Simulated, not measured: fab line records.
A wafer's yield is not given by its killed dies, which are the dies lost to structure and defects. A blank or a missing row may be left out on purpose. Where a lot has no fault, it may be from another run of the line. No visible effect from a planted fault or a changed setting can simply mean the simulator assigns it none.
fab line records	flow ritCmos
record: lots: 6	wafers: 18	lastDay: 7
route steps=202 shown ACTIVE@1 FOX1@20 FOX2@23 M1@202
lots untouched by any fault: they come from a run of this same line in which no faults occurred
startH: hours from the record's first day to the start of the lot's first wafer shown	waitH: hours from the lot's prior step to this one	" as in the row above	L1.1+2: a row that stands for several wafers	- no value, or no start was given	* or withheld: withheld	< > ~ a bound
route shown NAME@n: a module of which the file shows steps, and the number in the route of the first	usual: mean/standard deviation taken from wafers without a fault	same: alike in all rows	chamber/n: place in a boat	sites: each site's reading	_std_site: how widely they spread, as a standard deviation	_edge_site: mean of outer sites minus mean of inner sites	radiusMm: for every site, how far away it sits from the centre of the wafer	mask NAME#n: copy n	behind: the last tool/chamber to shape the wafer	hold: why the lot went on hold/how many hours it stayed there/how the hold came to an end	device: the transistor (n, p or np) that didn't switch	end of line: tests of these same wafers at the route's end	a step with no rows: only its recipe	killed: not the wafer's yield, but the dies lost to structure and defects at the first sort	map: a wafer's dies, marking killed ones x, the rest . and places with no die _
set.NAME: the setting that was run; set.NAME@STEP: the one run at that earlier step	model.NAME: the simulator's own value behind a step, which no gauge read
lots seen at some steps along the route; tables by step, rows by wafer
services: from which hour (startH, from the record's first day; less than 0 if before it) a tool's chamber was out of use, for how many hours, and why
== steps ==
step: RIT_ACTIVE_BOW_MEAS_00
recipe: mode: bow
usual: INCOMING_BOW: 1/6
lot.wafer	tool	chamber	startH	waitH	INCOMING_BOW[um]
L109.2	filmMetro-04	-	20.02	-	14
L109.4	"	-	"	"	-6
L109.5	"	-	"	"	4
L110.1	filmMetro-02	-	25.00	-	-2
L110.4	"	-	"	"	-7
L110.6	"	-	"	"	11
L111.1	filmMetro-01	-	30.00	-	-7
L111.2	"	-	"	"	6
L111.5	"	-	"	"	-2
L115.1	filmMetro-04	-	50.00	-	1
L115.2	"	-	"	"	2
L115.5	"	-	"	"	3
L122.2	filmMetro-02	-	85.02	-	3
L122.4	"	-	"	"	-5
L122.6	"	-	"	"	0
L128.2	filmMetro-02	-	115.02	-	-8
L128.5	"	-	"	"	3
L128.6	"	-	"	"	-2
step: RIT_ACTIVE_OXIDATION_01
recipe: tempC: 1000	ambient: O2	targetThkA: 468	oxTimeS: 3360
same: oxTimeS: 3360
lot.wafer	tool	chamber	startH	waitH	model.SiO2_of_ACTIVE_OXIDATION_01.thkNm
L109.2	furnace-04	0	20.92	0.9	45.83
L109.4	"	0	"	"	46.1
L109.5	"	0	"	"	45.64
L110.1	furnace-04	0	26.96	1.9	51.14
L110.4	"	0	"	"	51.44
L110.6	"	0	"	"	51.15
L111.1	furnace-04	0	31.56	1.5	53.95
L111.2	"	0	"	"	53.52
L111.5	"	0	"	"	53.78
L115.1	furnace-01	0	51.00	1.0	47.18
L115.2+5	"	0	"	"	48.16
L122.2	furnace-01	0	86.07	1.0	47.4
L122.4	"	0	"	"	46.49
L122.6	"	0	"	"	46.93
L128.2	furnace-01	0	115.88	0.8	46.67
L128.5	"	0	"	"	46.05
L128.6	"	0	"	"	46.44
step: RIT_ACTIVE_THK_MEAS_02
recipe: reads: SiO2_of_ACTIVE_OXIDATION_01
usual: ACTIVE_OXIDE_THK: 46.8/1.1
lot.wafer	tool	chamber	startH	waitH	hold	ACTIVE_OXIDE_THK[nm]
L109.2	filmMetro-01	-	22.86	0.0	-	45.8
L109.4	"	-	"	"	-	46.0
L109.5	"	-	"	"	-	45.6
L110.1	filmMetro-04	-	28.90	0.0	awaitDispo/0.2h/release	51.2
L110.4	"	-	"	"	awaitDispo/0.2h/release	51.5
L110.6	"	-	"	"	awaitDispo/0.2h/release	51.2
L110.1	filmMetro-04	-	29.21	0.3	-	51.1
L110.4	"	-	"	"	-	51.4
L110.6	"	-	"	"	-	51.2
L111.1	filmMetro-04	-	33.49	0.0	awaitDispo/0.2h/release	54.0
L111.2	"	-	"	"	awaitDispo/0.2h/release	53.5
L111.5	"	-	"	"	awaitDispo/0.2h/release	53.7
L111.1	filmMetro-04	-	33.72	0.2	-	54.0
L111.2	"	-	"	"	-	53.5
L111.5	"	-	"	"	-	53.8
L115.1	filmMetro-02	-	52.94	0.0	-	47.2
L115.2	"	-	"	"	-	48.2
L115.5	"	-	"	"	-	48.2
L122.2	filmMetro-01	-	88.01	0.0	-	47.4
L122.4	"	-	"	"	-	46.5
L122.6	"	-	"	"	-	46.9
L128.2	filmMetro-02	-	117.83	0.0	-	46.7
L128.5	"	-	"	"	-	46.1
L128.6	"	-	"	"	-	46.4
step: RIT_ACTIVE_THK_MEAS_04
recipe: reads: Si3N4_of_ACTIVE_CVD_03
usual: ACTIVE_NITRIDE_THK: 149.2/1.5
lot.wafer	tool	chamber	startH	waitH	ACTIVE_NITRIDE_THK[nm]
L109.2	filmMetro-04	-	24.34	0.0	149.8
L109.4	"	-	"	"	149.5
L109.5	"	-	"	"	149.8
L110.1	filmMetro-04	-	33.55	0.1	146.8
L110.4	"	-	"	"	149.0
L110.6	"	-	"	"	146.2
L111.1	filmMetro-04	-	38.35	0.0	149.0
L111.2	"	-	"	"	147.6
L111.5	"	-	"	"	148.0
L115.1	filmMetro-02	-	55.37	0.0	147.7
L115.2	"	-	"	"	148.3
L115.5	"	-	"	"	148.4
L122.2	filmMetro-02	-	90.19	0.0	149.8
L122.4	"	-	"	"	149.0
L122.6	"	-	"	"	148.9
L128.2	filmMetro-02	-	119.30	0.0	148.1
L128.5	"	-	"	"	148.0
L128.6	"	-	"	"	147.9
step: RIT_ACTIVE_HMDS_05
recipe: primeTimeS: 60	primeTempC: 140
step: RIT_ACTIVE_COAT_06
recipe: resist: NOVOLAK	spinRpm: 3250	resistThkNm: 1008
step: RIT_ACTIVE_SOFTBAKE_07
recipe: resist: NOVOLAK	tempC: 90	timeS: 60
step: RIT_ACTIVE_EXPOSE_08
recipe: maskId: M1	na: 0.6	sourceShape: conventional	sigmaOuter: 0.6	targetCdNm: 1400	doseMj: 225
step: RIT_ACTIVE_PEB_09
recipe: resist: NOVOLAK	tempC: withheld	timeS: withheld
step: RIT_ACTIVE_DEVELOP_10
recipe: resist: NOVOLAK	developTimeS: 50	devTempC: 23
step: RIT_ACTIVE_CD_MEAS_11
recipe: targetCdNm: 1400
usual: cdNm: 1399.9/2.7
lot.wafer	tool	chamber	startH	waitH	cdNm
L109.2	cdSem-01	-	25.38	-	1402.5
L109.4	"	-	"	"	1403.9
L109.5	"	-	"	"	1405.4
L110.1	cdSem-01	-	34.46	-	1404.1
L110.4	"	-	"	"	1404.3
L110.6	"	-	"	"	1404.9
L111.1	cdSem-01	-	39.45	-	1402.7
L111.2	"	-	"	"	1403.2
L111.5	"	-	"	"	1402.0
L115.1	cdSem-01	-	56.28	-	1403.8
L115.2	"	-	"	"	1400.7
L115.5	"	-	"	"	1401.9
L122.2	cdSem-01	-	91.24	-	1396.6
L122.4	"	-	"	"	1395.6
L122.6	"	-	"	"	1398.6
L128.2	cdSem-02	-	120.35	-	1400.4
L128.5	"	-	"	"	1400.6
L128.6	"	-	"	"	1400.6
step: RIT_ACTIVE_HARDBAKE_12
recipe: resist: NOVOLAK	tempC: 140	timeS: 60
step: RIT_ACTIVE_ETCH_13
recipe: stopOn: SiO2	chemistry: SF6	target: Si3N4	timeS: 210	overEtchFrac: 0.4238	SF6_flow_sccm: 200	pressureMtorr: 260	rfW: 125	targetDepthA: 2100
usual: drypumpMotorCurrentA: 5.8/0.5	oesProductAu: 0.805/0.018	throttleValvePct: 7.49/0.13
lot.wafer	tool	chamber	startH	waitH	drypumpMotorCurrentA	oesProductAu	rfHoursCounterH	throttleValvePct
L109.2	rieDiel-03	3	25.63	0.1	6.5	0.785	97	7.32
L109.4	"	2	"	"	6.6	0.794	20	7.51
L109.5	"	2	"	"	6.6	0.802	-	7.52
L110.1	rieDiel-04	1	34.92	0.1	5.2	0.822	6	7.58
L110.4	"	3	"	"	5.2	0.821	69	7.57
L110.6	"	1	"	"	5.2	0.817	-	7.56
L111.1	rieDiel-03	2	39.78	0.1	6.6	0.785	20	7.51
L111.2	"	3	"	"	6.5	0.783	98	7.33
L111.5	"	0	"	"	5.7	0.775	-	7.67
L115.1	rieDiel-03	1	56.55	0.1	5.9	0.838	1	7.47
L115.2	"	3	"	"	6.5	0.782	98	7.32
L115.5	"	2	"	"	6.6	0.789	-	7.52
L122.2	rieDiel-03	3	91.49	0.1	6.5	0.788	99	7.31
L122.4	"	0	"	"	5.7	0.795	44	7.68
L122.6	"	3	"	"	6.5	0.785	-	7.34
L128.2	rieDiel-04	2	120.60	0.1	5.6	0.783	103	7.68
L128.5	"	0	"	"	5.7	0.785	-	7.32
L128.6	"	1	"	"	5.2	0.827	-	7.55
step: RIT_ACTIVE_STRIP_14
recipe: chemistry: O2	timeS: 180	resist: NOVOLAK	platenTempC: withheld	powerW: 500	pressureMtorr: 4000	o2FlowSccm: 4000
usual: drypumpMotorCurrentA: 5.6/0.34
lot.wafer	tool	chamber	startH	waitH	drypumpMotorCurrentA	rfHoursCounterH
L109.2	plasmaAsher-03	0	25.77	0.1	5.8	40
L109.4	"	0	"	"	5.8	-
L109.5	"	1	"	"	5.7	-
L110.1	plasmaAsher-04	1	35.06	0.1	6.0	36
L110.4	"	0	"	"	5.1	-
L110.6	"	0	"	"	5.1	-
L111.1	plasmaAsher-03	0	39.92	0.1	5.8	41
L111.2	"	1	"	"	5.7	41
L111.5	"	0	"	"	5.8	-
L115.1	plasmaAsher-04	1	56.69	0.1	6.0	39
L115.2	"	0	"	"	5.1	39
L115.5	"	0	"	"	5.1	-
L122.2	plasmaAsher-03	0	91.62	0.1	5.8	47
L122.4	"	1	"	"	5.7	-
L122.6	"	0	"	"	5.7	-
L128.2	plasmaAsher-03	0	120.73	0.1	5.7	52
L128.5	"	0	"	"	5.8	-
L128.6	"	1	"	"	5.7	-
step: RIT_ACTIVE_CD_MEAS_90
recipe: targetCdNm: 1400
usual: cdNm: 1399.8/2.7
lot.wafer	tool	chamber	startH	waitH	cdNm
L109.2	cdSem-02	-	25.96	0.1	1402.6
L109.4	"	-	"	"	1403.5
L109.5	"	-	"	"	1405.6
L110.1	cdSem-01	-	35.23	0.1	1403.7
L110.4	"	-	"	"	1404.1
L110.6	"	-	"	"	1404.4
L111.1	cdSem-02	-	40.09	0.1	1402.6
L111.2	"	-	"	"	1403.7
L111.5	"	-	"	"	1402.0
L115.1	cdSem-02	-	56.86	0.1	1404.1
L115.2	"	-	"	"	1400.2
L115.5	"	-	"	"	1401.0
L122.2	cdSem-02	-	91.82	0.1	1396.8
L122.4	"	-	"	"	1394.8
L122.6	"	-	"	"	1398.3
L128.2	cdSem-02	-	120.93	0.1	1400.0
L128.5	"	-	"	"	1400.6
L128.6	"	-	"	"	1400.1
step: RIT_ACTIVE_CLEAN_15
recipe: chemistry: SC1	mix: 3:3:50	timeS: 600	tempC: 75
step: RIT_ACTIVE_CLEAN_16
recipe: chemistry: dHF	dilution: 50:1	timeS: 30
step: RIT_ACTIVE_CLEAN_17
recipe: chemistry: SC2	mix: 3:3:50	timeS: 600	tempC: 75	dry: n2Spin
step: RIT_FOX1_OXIDATION_00
recipe: tempC: 1100	ambient: H2O	targetThkA: 3507	pH2oTorr: 720	oxTimeS: 1130
step: RIT_FOX1_THK_MEAS_01
recipe: reads: SiO2_of_FOX1_OXIDATION_00
usual: FOX1_OXIDE_THK: 352/6.8
lot.wafer	tool	chamber	startH	waitH	FOX1_OXIDE_THK[nm]
L109.2	filmMetro-03	-	27.75	0.0	352
L109.4	"	-	"	"	352
L109.5	"	-	"	"	350
L110.1	filmMetro-01	-	37.66	0.0	358
L110.4	"	-	"	"	359
L110.6	"	-	"	"	354
L111.1	filmMetro-02	-	42.10	0.0	354
L111.2	"	-	"	"	345
L111.5	"	-	"	"	352
L115.1	filmMetro-02	-	58.66	0.0	357
L115.2	"	-	"	"	358
L115.5	"	-	"	"	355
L122.2	filmMetro-02	-	93.61	0.0	345
L122.4	"	-	"	"	346
L122.6	"	-	"	"	344
L128.2	filmMetro-02	-	122.72	0.0	360
L128.5	"	-	"	"	355
L128.6	"	-	"	"	351
step: RIT_FOX1_WET_ETCH_02
recipe: chemistry: BOE	targetDepthNm: 350	timeS: 390	tempC: 21.5	dry: n2Spin	dilution: 10:1	target: SiO2
step: RIT_FOX2_OXIDATION_00
recipe: tempC: 1100	ambient: H2O	targetThkA: 3507	pH2oTorr: 720	oxTimeS: 1169
step: RIT_FOX2_THK_MEAS_01
recipe: reads: SiO2_of_FOX2_OXIDATION_00
usual: FOX2_OXIDE_THK: 358/6.8
lot.wafer	tool	chamber	startH	waitH	FOX2_OXIDE_THK[nm]
L109.2	filmMetro-03	-	29.24	0.0	365
L109.4	"	-	"	"	364
L109.5	"	-	"	"	359
L110.1	filmMetro-01	-	39.91	0.1	353
L110.4	"	-	"	"	349
L110.6	"	-	"	"	348
L111.1	filmMetro-01	-	44.20	0.1	351
L111.2	"	-	"	"	349
L111.5	"	-	"	"	348
L115.1	filmMetro-04	-	60.17	0.0	350
L115.2	"	-	"	"	346
L115.5	"	-	"	"	348
L122.2	filmMetro-03	-	95.79	0.0	357
L122.4	"	-	"	"	356
L122.6	"	-	"	"	360
L128.2	filmMetro-01	-	124.21	0.0	362
L128.5	"	-	"	"	358
L128.6	"	-	"	"	360
step: RIT_FOX2_CLEAN_02
recipe: chemistry: dHF	dilution: 50:1	timeS: 180
step: RIT_FOX2_WET_ETCH_03
recipe: chemistry: H3PO4	target: Si3N4	targetDepthNm: 195	tempC: 165	timeS: 2700
usual: bathHeatDutyPct: 27.3/2
lot.wafer	tool	chamber	startH	waitH	bathHeatDutyPct	model.SiO2_of_ACTIVE_OXIDATION_01.thkNm
L109.2	wetBench-02	0	29.35	0.0	25.6	37.18
L109.4	"	0	"	"	24.9	37.9
L109.5	"	0	"	"	24.7	37.5
L110.1	wetBench-04	0	41.33	0.5	29.1	40.82
L110.4	"	0	"	"	27.4	45.56
L110.6	"	0	"	"	24.9	40.83
L111.1	wetBench-03	2	45.20	0.9	29.0	45
L111.2	"	2	"	"	29.4	44.13
L111.5	"	2	"	"	30.8	45.3
L115.1	wetBench-04	2	60.29	0.0	30.0	41.82
L115.2	"	2	"	"	28.0	39.38
L115.5	"	2	"	"	29.7	39.88
L122.2	wetBench-02	2	95.89	0.0	26.5	38.97
L122.4	"	2	"	"	24.6	39.04
L122.6	"	2	"	"	26.3	38.5
L128.2	wetBench-02	1	124.32	0.0	27.2	40.06
L128.5	"	1	"	"	29.9	40.31
L128.6	"	1	"	"	26.4	36.74
step: RIT_FOX2_THK_MEAS_90
recipe: reads: SiO2_of_FOX2_OXIDATION_00
usual: FIELD_OXIDE_LEFT_1_THK: 331/6.8
lot.wafer	tool	chamber	startH	waitH	FIELD_OXIDE_LEFT_1_THK[nm]
L109.2	filmMetro-03	-	30.12	0.0	337
L109.4	"	-	"	"	336
L109.5	"	-	"	"	330
L110.1	filmMetro-04	-	42.09	0.0	326
L110.4	"	-	"	"	321
L110.6	"	-	"	"	321
L111.1	filmMetro-03	-	45.96	0.0	323
L111.2	"	-	"	"	321
L111.5	"	-	"	"	321
L115.1	filmMetro-03	-	61.05	0.0	323
L115.2	"	-	"	"	318
L115.5	"	-	"	"	320
L122.2	filmMetro-01	-	96.66	0.0	330
L122.4	"	-	"	"	329
L122.6	"	-	"	"	332
L128.2	filmMetro-03	-	125.08	0.0	334
L128.5	"	-	"	"	330
L128.6	"	-	"	"	333
step: RIT_M1_PROBE_99
usual: killed_at_M0_to_M3: 0.0/0.14	killedAtFrontEnd: 7/3.2	killedDies: 7/3.2	killedOnRim: 1.6/1.2	killedOpen: 3.2/2.1	killedShort: 3.7/2.1
same: grossDies: 264	killed_at_M4_up: 0	killedAtBackSide: 0	killedAtContacts: 0	killedAtOther: 0
lot.wafer	tool	chamber	startH	waitH	killed_at_M0_to_M3	killedAtFrontEnd	killedDies	killedOnRim	killedOpen	killedShort
L109.2	prober-02	-	69.26	0.1	0	3	3	1	1	2
L109.4	prober-02	-	69.36	0.2	0	11	11	2	3	7
L109.5	prober-02	-	69.41	0.2	0	8	8	3	5	3
L110.1	prober-01	-	85.97	0.1	0	5	5	1	3	2
L110.4	prober-01	-	86.12	0.2	0	10	10	3	5	5
L110.6	prober-01	-	86.22	0.2	0	6	6	0	3	3
L115.1	prober-02	-	98.67	0.1	0	9	9	2	5	4
L115.2	prober-02	-	98.72	0.1	0	9	9	2	3	6
L115.5	prober-02	-	98.87	0.2	0	5	5	1	3	2
L122.2	prober-01	-	134.99	0.1	0	8	8	1	5	3
L122.4	prober-01	-	135.09	0.2	0	12	12	3	7	5
L122.6	prober-01	-	135.19	0.2	1	8	9	3	3	6
L128.2	prober-01	-	162.43	0.1	0	5	5	2	1	4
L128.5	prober-01	-	162.58	0.2	0	9	9	1	4	5
L128.6	prober-01	-	162.63	0.2	0	6	6	0	2	4
killed by level:class
L109.2 GATE:geometricParticle:short=1 GATE:geometricParticle:open=1 SPACER:geometricParticle:short=1
L109.4 GATE:geometricParticle:open=3 FOX2:geometricParticle:short=2 GATE:geometricParticle:short=2 FOX1:geometricParticle:short=1 SPACER:geometricParticle:short=1 SILICIDE:geometricParticle:short=1 GATE:coatMicrobubblePrinted=1
L109.5 GATE:geometricParticle:open=2 GATE:geometricParticle:short=2 REOX:geometricParticle:short=1 REOX:geometricParticle:open=1 SPACER:geometricParticle:open=1 SILICIDE:geometricParticle:open=1
L110.1 FOX1:geometricParticle:open=2 GATE:geometricParticle:short=2 SILICIDE:geometricParticle:open=1
L110.4 GATE:geometricParticle:open=3 GATE:geometricParticle:short=2 SPACER:geometricParticle:short=2 FOX1:geometricParticle:short=1 REOX:geometricParticle:open=1 SPACER:geometricParticle:open=1
L110.6 GATE:geometricParticle:open=2 SPACER:geometricParticle:short=2 FOX1:geometricParticle:open=1 REOX:geometricParticle:short=1
L115.1 SPACER:geometricParticle:open=3 GATE:geometricParticle:open=2 FOX1:geometricParticle:short=1 GATE:geometricParticle:short=1 REOX:geometricParticle:short=1 SPACER:geometricParticle:short=1
L115.2 GATE:geometricParticle:short=3 REOX:geometricParticle:open=2 FOX1:geometricParticle:short=1 FOX2:geometricParticle:short=1 FOX2:geometricParticle:open=1 SPACER:geometricParticle:short=1
L115.5 GATE:geometricParticle:open=2 FOX2:geometricParticle:short=1 FOX2:geometricParticle:open=1 SPACER:geometricParticle:short=1
L122.2 SILICIDE:geometricParticle:open=3 FOX1:geometricParticle:short=2 FOX1:geometricParticle:open=1 GATE:geometricParticle:open=1 SILICIDE:geometricParticle:short=1
L122.4 GATE:geometricParticle:open=3 FOX1:geometricParticle:open=2 FOX1:geometricParticle:short=2 REOX:geometricParticle:open=2 GATE:geometricParticle:short=1 SPACER:geometricParticle:short=1 SILICIDE:geometricParticle:short=1
L122.6 GATE:geometricParticle:short=2 SPACER:geometricParticle:short=2 FOX2:geometricParticle:open=1 REOX:geometricParticle:open=1 REOX:geometricParticle:short=1 SPACER:geometricParticle:open=1 M1:geometricParticle:short=1
L128.2 SILICIDE:geometricParticle:short=2 GATE:geometricParticle:short=1 GATE:geometricParticle:open=1 SPACER:geometricParticle:short=1
L128.5 GATE:geometricParticle:short=3 GATE:geometricParticle:open=2 SILICIDE:geometricParticle:open=2 SPACER:geometricParticle:short=1 SILICIDE:geometricParticle:short=1
L128.6 SILICIDE:geometricParticle:short=2 FOX1:geometricParticle:short=1 FOX2:geometricParticle:short=1 REOX:geometricParticle:open=1 SILICIDE:geometricParticle:open=1
== services ==
tool	chamber	startH	hours	kind
rieDiel-03	2	-2.44	1.4	repair
rieDiel-04	-	68.26	2.8	pm
rieDiel-04	2	73.09	7.9	repair
wetBench-04	-	93.48	7.8	repair
rieDiel-04	3	102.39	4.4	repair
plasmaAsher-04	-	108.92	9.0	pm
plasmaAsher-04	0	108.92	9.0	ventCycle
plasmaAsher-04	1	108.92	9.0	ventCycle
furnace-01	-	112.71	2.9	pm
furnace-04	-	112.87	3.8	pm
plasmaAsher-04	0	117.92	-	clean
plasmaAsher-04	1	117.92	-	clean
== key ==
firstSign: step: RIT_ACTIVE_THK_MEAS_02	reading: visit	direction: added
effect: step: RIT_ACTIVE_THK_MEAS_02	reading: ACTIVE_OXIDE_THK	direction: up	sigmas: 5.2	usual: 46.8	struck: 52.5
modelEffect: step: RIT_ACTIVE_OXIDATION_01	value: SiO2_of_ACTIVE_OXIDATION_01.thkNm	without: 46.95	struck: 52.5
modelEffect: step: RIT_FOX2_WET_ETCH_03	value: SiO2_of_ACTIVE_OXIDATION_01.thkNm	without: 38.68	struck: 43.61
metAt RIT_ACTIVE_OXIDATION_01
struckWafers L110.1,L110.4,L110.6,L111.1,L111.2,L111.5
rowsEnd L111.5
sortLeftOut L111.1,L111.2
testerLeftOut L110,L111
onsetBetween 20.92 26.96
fault: kind: processParameterDrift	tool: furnace-04	chamber: -	onsetH: 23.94	steps: RIT_ACTIVE_OXIDATION_01	channel: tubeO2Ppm	offset: 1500	shape: step	endH: 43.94
testerLeftOut: of these lots the tester's yield and bins aren't shown, on N5 and GAA mostly nor the transistor test; their killed dies are dies lost to structure and defects alone, not to doping, threshold or leakage, so they don't give the yield
sortLeftOut: the simulated sort isn't trusted on such a fault, so these wafers' sort isn't shown, and their yield isn't known
rowsEnd: these wafers met a further fault down the route, and their rows from its step on are left out
